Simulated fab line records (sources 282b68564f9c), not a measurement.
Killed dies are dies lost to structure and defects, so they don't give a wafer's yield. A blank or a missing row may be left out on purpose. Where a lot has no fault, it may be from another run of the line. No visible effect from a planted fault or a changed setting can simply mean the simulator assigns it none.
Which of the tools did it? / flow ritCmos / 14 lots, 42 wafers sampled, at 4 steps of a route of 202

== WHAT THE GAUGES SHOWED, per wafer ==
RIT_PSD_OVL_MEAS_06. Usual: PSD_OVL 0.0 nm, standard deviation 1.5.
lot=L855; measured=day 3 07:19; on=overlay-01; PSD_OVL (nm)=2.8 2.1 2.8; flag=
lot=L858; measured=day 3 17:51; on=overlay-02; PSD_OVL (nm)=0.0 -0.4 -0.5; flag=
lot=L860; measured=day 4 06:22; on=overlay-01; PSD_OVL (nm)=3.0 1.2 2.1; flag=
lot=L861; measured=day 4 13:10; on=overlay-01; PSD_OVL (nm)=-1.4 -1.4 -0.9; flag=
lot=L862; measured=day 4 18:39; on=overlay-01; PSD_OVL (nm)=1.6 0.9 1.9; flag=
lot=L863; measured=day 5 01:14; on=overlay-01; PSD_OVL (nm)=-0.7 -0.4 -0.1; flag=
lot=L865; measured=day 5 07:07; on=overlay-01; PSD_OVL (nm)=-1.7 -1.3 0.1; flag=
lot=L866; measured=day 5 11:20; on=overlay-02; PSD_OVL (nm)=-2.6 -2.1 -3.5; flag=
lot=L867; measured=day 5 18:26; on=overlay-01; PSD_OVL (nm)=-2.4 -2.3 -1.3; flag=
lot=L868; measured=day 5 23:10; on=overlay-01; PSD_OVL (nm)=-0.8 -0.5 -1.9; flag=
lot=L869; measured=day 6 06:04; on=overlay-01; PSD_OVL (nm)=-0.3 -0.8 -0.6; flag=
lot=L871; measured=day 6 13:45; on=overlay-02; PSD_OVL (nm)=1.0 1.4 0.7; flag=
lot=L877; measured=day 8 05:58; on=overlay-01; PSD_OVL (nm)=-0.2 -1.4 -0.9; flag=
lot=L878; measured=day 8 10:53; on=overlay-01; PSD_OVL (nm)=-0.2 -1.9 -2.0; flag=

== WHICH TOOL RAN EACH LOT (tool, then ch and the chambers of the sampled wafers, then the start) ==
lot=L855; RIT_PWELL_STRIP_09=plasmaAsher-03 ch 0,1, day 2 01:11; RIT_NLDD_IMPLANT_08=implanter-04 ch 0, day 3 00:19; RIT_NSD_STRIP_09=plasmaAsher-03 ch 0,1, day 3 06:14
lot=L858; RIT_PWELL_STRIP_09=plasmaAsher-02 ch 0,1, day 2 14:59; RIT_NLDD_IMPLANT_08=implanter-02 ch 0, day 3 11:07; RIT_NSD_STRIP_09=plasmaAsher-01 ch 0,1, day 3 16:35
lot=L860; RIT_PWELL_STRIP_09=plasmaAsher-03 ch 0,1, day 3 03:33; RIT_NLDD_IMPLANT_08=implanter-03 ch 0, day 3 23:29; RIT_NSD_STRIP_09=plasmaAsher-04 ch 0,1, day 4 05:14
lot=L861; RIT_PWELL_STRIP_09=plasmaAsher-02 ch 0,1, day 3 06:23; RIT_NLDD_IMPLANT_08=implanter-04 ch 0, day 4 06:20; RIT_NSD_STRIP_09=plasmaAsher-01 ch 1, day 4 11:58
lot=L862; RIT_PWELL_STRIP_09=plasmaAsher-03 ch 0,1, day 3 12:20; RIT_NLDD_IMPLANT_08=implanter-02 ch 0, day 4 10:44; RIT_NSD_STRIP_09=plasmaAsher-04 ch 0,1, day 4 17:26
lot=L863; RIT_PWELL_STRIP_09=plasmaAsher-02 ch 0,1, day 3 17:38; RIT_NLDD_IMPLANT_08=implanter-04 ch 0, day 4 18:27; RIT_NSD_STRIP_09=plasmaAsher-03 ch 0,1, day 5 00:04
lot=L865; RIT_PWELL_STRIP_09=plasmaAsher-03 ch 0, day 4 01:26; RIT_NLDD_IMPLANT_08=implanter-04 ch 0, day 5 00:03; RIT_NSD_STRIP_09=plasmaAsher-04 ch 0,1, day 5 05:47
lot=L866; RIT_PWELL_STRIP_09=plasmaAsher-03 ch 1, day 4 06:30; RIT_NLDD_IMPLANT_08=implanter-02 ch 0, day 5 04:21; RIT_NSD_STRIP_09=plasmaAsher-03 ch 0,1, day 5 10:11
lot=L867; RIT_PWELL_STRIP_09=plasmaAsher-02 ch 0,1, day 4 14:53; RIT_NLDD_IMPLANT_08=implanter-02 ch 0, day 5 11:43; RIT_NSD_STRIP_09=plasmaAsher-03 ch 0,1, day 5 17:23
lot=L868; RIT_PWELL_STRIP_09=plasmaAsher-03 ch 0,1, day 4 18:38; RIT_NLDD_IMPLANT_08=implanter-04 ch 0, day 5 15:28; RIT_NSD_STRIP_09=plasmaAsher-04 ch 0,1, day 5 21:57
lot=L869; RIT_PWELL_STRIP_09=plasmaAsher-01 ch 0,1, day 4 23:44; RIT_NLDD_IMPLANT_08=implanter-04 ch 0, day 5 21:28; RIT_NSD_STRIP_09=plasmaAsher-03 ch 0,1, day 6 04:52
lot=L871; RIT_PWELL_STRIP_09=plasmaAsher-02 ch 0,1, day 5 09:10; RIT_NLDD_IMPLANT_08=implanter-02 ch 0, day 6 05:01; RIT_NSD_STRIP_09=plasmaAsher-04 ch 0,1, day 6 12:40
lot=L877; RIT_PWELL_STRIP_09=plasmaAsher-03 ch 0, day 6 12:50; RIT_NLDD_IMPLANT_08=implanter-02 ch 0, day 7 23:16; RIT_NSD_STRIP_09=plasmaAsher-01 ch 0,1, day 8 04:46
lot=L878; RIT_PWELL_STRIP_09=plasmaAsher-03 ch 0,1, day 6 20:38; RIT_NLDD_IMPLANT_08=implanter-02 ch 0, day 8 04:05; RIT_NSD_STRIP_09=plasmaAsher-01 ch 0,1, day 8 09:49
- RIT_PWELL_STRIP_09: strips in O2, time 180 s.
- RIT_NLDD_IMPLANT_08
- RIT_NSD_STRIP_09: strips in O2, time 180 s.

== AS READ BY THE TOOLS THEMSELVES (means over the sampled wafers that have a number; for cases with no such wafer, the mark the record gives instead) ==
RIT_PWELL_STRIP_09. Usual: drypumpMotorCurrentA reads 5.8 A (standard deviation 0.54).
lot=L855; tool=plasmaAsher-03; drypumpMotorCurrentA (A)=5.7; flag=
lot=L858; tool=plasmaAsher-02; drypumpMotorCurrentA (A)=5.6; flag=
lot=L860; tool=plasmaAsher-03; drypumpMotorCurrentA (A)=5.7; flag=
lot=L861; tool=plasmaAsher-02; drypumpMotorCurrentA (A)=5.6; flag=
lot=L862; tool=plasmaAsher-03; drypumpMotorCurrentA (A)=5.5; flag=
lot=L863; tool=plasmaAsher-02; drypumpMotorCurrentA (A)=5.6; flag=
lot=L865; tool=plasmaAsher-03; drypumpMotorCurrentA (A)=6.0; flag=
lot=L866; tool=plasmaAsher-03; drypumpMotorCurrentA (A)=5.2; flag=
lot=L867; tool=plasmaAsher-02; drypumpMotorCurrentA (A)=6.0; flag=
lot=L868; tool=plasmaAsher-03; drypumpMotorCurrentA (A)=5.5; flag=
lot=L869; tool=plasmaAsher-01; drypumpMotorCurrentA (A)=5.8; flag=
lot=L871; tool=plasmaAsher-02; drypumpMotorCurrentA (A)=6.1; flag=
lot=L877; tool=plasmaAsher-03; drypumpMotorCurrentA (A)=6.0; flag=
lot=L878; tool=plasmaAsher-03; drypumpMotorCurrentA (A)=5.5; flag=

RIT_NLDD_IMPLANT_08. Usual: beamEnergyKeV 20.000, standard deviation 0.0062; faradayCurrentUA 1574, standard deviation 30.
lot=L855 tool=implanter-04 beamEnergyKeV=20.008 faradayCurrentUA=1582 flag=
lot=L858 tool=implanter-02 beamEnergyKeV=20.005 faradayCurrentUA=1545 flag=
lot=L860 tool=implanter-03 beamEnergyKeV=20.000 faradayCurrentUA=1574 flag=
lot=L861 tool=implanter-04 beamEnergyKeV=20.001 faradayCurrentUA=1592 flag=
lot=L862 tool=implanter-02 beamEnergyKeV=19.999 faradayCurrentUA=1549 flag=
lot=L863 tool=implanter-04 beamEnergyKeV=19.999 faradayCurrentUA=1574 flag=
lot=L865 tool=implanter-04 beamEnergyKeV=20.000 faradayCurrentUA=1604 flag=
lot=L866 tool=implanter-02 beamEnergyKeV=20.009 faradayCurrentUA=1546 flag=
lot=L867 tool=implanter-02 beamEnergyKeV=19.993 faradayCurrentUA=1566 flag=
lot=L868 tool=implanter-04 beamEnergyKeV=20.003 faradayCurrentUA=1578 flag=
lot=L869 tool=implanter-04 beamEnergyKeV=19.997 faradayCurrentUA=1570 flag=
lot=L871 tool=implanter-02 beamEnergyKeV=20.000 faradayCurrentUA=1588 flag=
lot=L877 tool=implanter-02 beamEnergyKeV=19.513 faradayCurrentUA=1573 flag=OFF
lot=L878 tool=implanter-02 beamEnergyKeV=19.515 faradayCurrentUA=1564 flag=OFF

RIT_NSD_STRIP_09. Usual: drypumpMotorCurrentA reads 5.7 A (standard deviation 0.37).
lot=L855; tool=plasmaAsher-03; drypumpMotorCurrentA (A)=5.7; flag=
lot=L858; tool=plasmaAsher-01; drypumpMotorCurrentA (A)=5.9; flag=
lot=L860; tool=plasmaAsher-04; drypumpMotorCurrentA (A)=5.5; flag=
lot=L861; tool=plasmaAsher-01; drypumpMotorCurrentA (A)=6.1; flag=
lot=L862; tool=plasmaAsher-04; drypumpMotorCurrentA (A)=5.3; flag=
lot=L863; tool=plasmaAsher-03; drypumpMotorCurrentA (A)=5.5; flag=
lot=L865; tool=plasmaAsher-04; drypumpMotorCurrentA (A)=5.5; flag=
lot=L866; tool=plasmaAsher-03; drypumpMotorCurrentA (A)=5.5; flag=
lot=L867; tool=plasmaAsher-03; drypumpMotorCurrentA (A)=5.7; flag=
lot=L868; tool=plasmaAsher-04; drypumpMotorCurrentA (A)=5.5; flag=
lot=L869; tool=plasmaAsher-03; drypumpMotorCurrentA (A)=5.7; flag=
lot=L871; tool=plasmaAsher-04; drypumpMotorCurrentA (A)=5.5; flag=
lot=L877; tool=plasmaAsher-01; drypumpMotorCurrentA (A)=5.8; flag=
lot=L878; tool=plasmaAsher-01; drypumpMotorCurrentA (A)=5.9; flag=

== THE ANSWER, worked out from the rows above alone ==
Rule: a lot is off if the mean of its wafers that have a number lies more than 3 standard deviations from the usual mean. Also off: a lot with no number at a reading for which 4 or more lots have one. Where the step has rows for the other lots, those lots are counted as sound. After the gauges, taken in route order, come the tools' own readings; for these a lot's mean is taken, as printed above. At the first step where some lot is off, the reading lying furthest off is the one used; lots without a number count as furthest.
Off: L877, L878 (RIT_NLDD_IMPLANT_08, beamEnergyKeV).
A tool fits if, at that step or a process step before it, it ran every lot that is off, and no sound lot after the first of them. Undecided on this evidence; 2 tools fit (plasmaAsher-03 at RIT_PWELL_STRIP_09, implanter-02 at RIT_NLDD_IMPLANT_08).

== WHAT THE SIMULATOR HAD PUT IN ==
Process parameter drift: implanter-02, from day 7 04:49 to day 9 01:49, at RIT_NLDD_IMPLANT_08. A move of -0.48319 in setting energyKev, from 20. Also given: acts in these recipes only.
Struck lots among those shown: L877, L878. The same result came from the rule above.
